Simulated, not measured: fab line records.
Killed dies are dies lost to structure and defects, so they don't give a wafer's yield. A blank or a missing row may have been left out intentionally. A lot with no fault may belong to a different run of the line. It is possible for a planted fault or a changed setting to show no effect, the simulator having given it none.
Split-lot study | flow rit_cmos | 23 wafers read from 5 lots, route of 202 steps

== SPLIT DETAILS ==
At RIT_M1_COAT_04 (resist thk 1300 nm), the setting resist_thk_nm was moved away from the recipe's 1300 nm on 10 of the 23 wafers read, by -4.9% to +5.7%. All remaining wafers had this setting at the recipe value.

== THE PATH FROM SPLIT TO READING: the file shows 1 step between them ==
- RIT_M1_DEVELOP_08: develop time 68 s (also split here: develop_time_s)

== THE READING ==
NOVOLAK_of_M1_COAT_04.thk_nm (the simulator's own value, which no gauge read), in nm, at RIT_M1_HARDBAKE_11 (time 120 s). There is no usual value for it anywhere in the file. Average 1135 nm, standard deviation 2.5 nm, over the 13 wafers here run with the recipe.

wafer  | tool, chamber at the split | resist_thk_nm as run, nm | against the recipe | NOVOLAK_of_M1_COAT_04.thk_nm, nm | against lot-mates on the recipe
L074.1 | litho_track-02, 0          | 1300                     | recipe             | 1138                             | -
L074.3 | litho_track-02, 0          | 1300                     | recipe             | 1137                             | -
L074.4 | litho_track-02, 0          | 1363                     | +4.8%              | 1194                             | +57
L074.5 | litho_track-02, 0          | 1300                     | recipe             | 1136                             | -
L074.6 | litho_track-02, 0          | 1363                     | +4.8%              | 1195                             | +58
L078.1 | litho_track-02, 0          | 1300                     | recipe             | 1139                             | -
L078.2 | litho_track-02, 0          | 1300                     | recipe             | 1139                             | -
L078.3 | litho_track-02, 0          | 1300                     | recipe             | 1137                             | -
L078.5 | litho_track-02, 0          | 1236                     | -4.9%              | 1089                             | -49
L078.6 | litho_track-02, 0          | 1236                     | -4.9%              | 1082                             | -56
L080.1 | litho_track-03, 0          | 1238                     | -4.8%              | 1082                             | -53
L080.5 | litho_track-03, 0          | 1238                     | -4.8%              | 1082                             | -53
L080.6 | litho_track-03, 0          | 1238                     | -4.8%              | 1082                             | -53
L080.3 | litho_track-03, 0          | 1300                     | recipe             | 1134                             | -
L080.4 | litho_track-03, 0          | 1300                     | recipe             | 1136                             | -
L082.1 | litho_track-04, 0          | 1374                     | +5.7%              | 1201                             | +68
L082.2 | litho_track-04, 0          | 1300                     | recipe             | 1131                             | -
L082.4 | litho_track-04, 0          | 1374                     | +5.7%              | 1198                             | +66
L082.5 | litho_track-04, 0          | 1374                     | +5.7%              | 1197                             | +64
L082.6 | litho_track-04, 0          | 1300                     | recipe             | 1134                             | -
L084.3 | litho_track-03, 0          | 1300                     | recipe             | 1132                             | -
L084.5 | litho_track-03, 0          | 1300                     | recipe             | 1133                             | -
L084.6 | litho_track-03, 0          | 1300                     | recipe             | 1135                             | -

FIT RESULTS
A straight line over all 23 wafers: NOVOLAK_of_M1_COAT_04.thk_nm changes by +11.1 nm for each +1% of resist_thk_nm; r = +1.00; the points scatter about the line by 3.1 nm.
The same after taking each lot's own level away (the mean of its wafers on the recipe; 23 wafers): +11.4 nm for each +1%; r = +1.00; scatter 1.9 nm.
That fit puts the effect of the largest move of resist_thk_nm on the reading at 65 nm.
The span of the lots' own levels, 1132.5 to 1138.3 nm, comes to 2.4 times the standard deviation stated above.
Hence the lot-to-lot level has little effect on the slope; both slopes agree.
Check: with one of the wafers moved furthest among these (+5.7%) left out of the fit, the line predicts +64.9 nm for it against its lot-mates. It came out at +68.5 nm against them.

== ADDITIONAL SPLITS CARRIED BY THESE WAFERS ==
Before the reading, these wafers also passed through other splits. Each is held against what the fit with the lots' levels taken away leaves over:
other split on the same wafers   | wafers away from the commonest value | r with NOVOLAK_of_M1_COAT_04.thk_nm (lot level and that fit taken away)
RIT_NLDD_COAT_01 spin_rpm        | 10                                   | +0.24
RIT_PLDD_SOFTBAKE_02 temp_c      | 10                                   | -0.33
RIT_SPACER_CVD_03 temp_c         | 18                                   | -0.07
RIT_SILICIDE_SPUTTER_01 power_w  | 6                                    | -0.11
RIT_M1_DEVELOP_08 develop_time_s | 8                                    | +0.23

== THE WHOLE CHAIN: every reading that the file lists as answering this split, in the file's order ==
step               | what it does       | reading                                                                       | change (the file's fit)              | r (the file's)
RIT_M1_COAT_04     | resist thk 1300 nm | NOVOLAK_of_M1_COAT_04.thk_nm (the simulator's own value, which no gauge read) | +13.2 nm for each +1% of the setting | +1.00
RIT_M1_HARDBAKE_11 | time 120 s         | NOVOLAK_of_M1_COAT_04.thk_nm (the simulator's own value, which no gauge read) | +11.3 nm for each +1% of the setting | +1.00

== THE FILE'S OWN FIT ==
NOVOLAK_of_M1_COAT_04.thk_nm changes by +11.3 nm for each +1% of resist_thk_nm, r = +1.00.
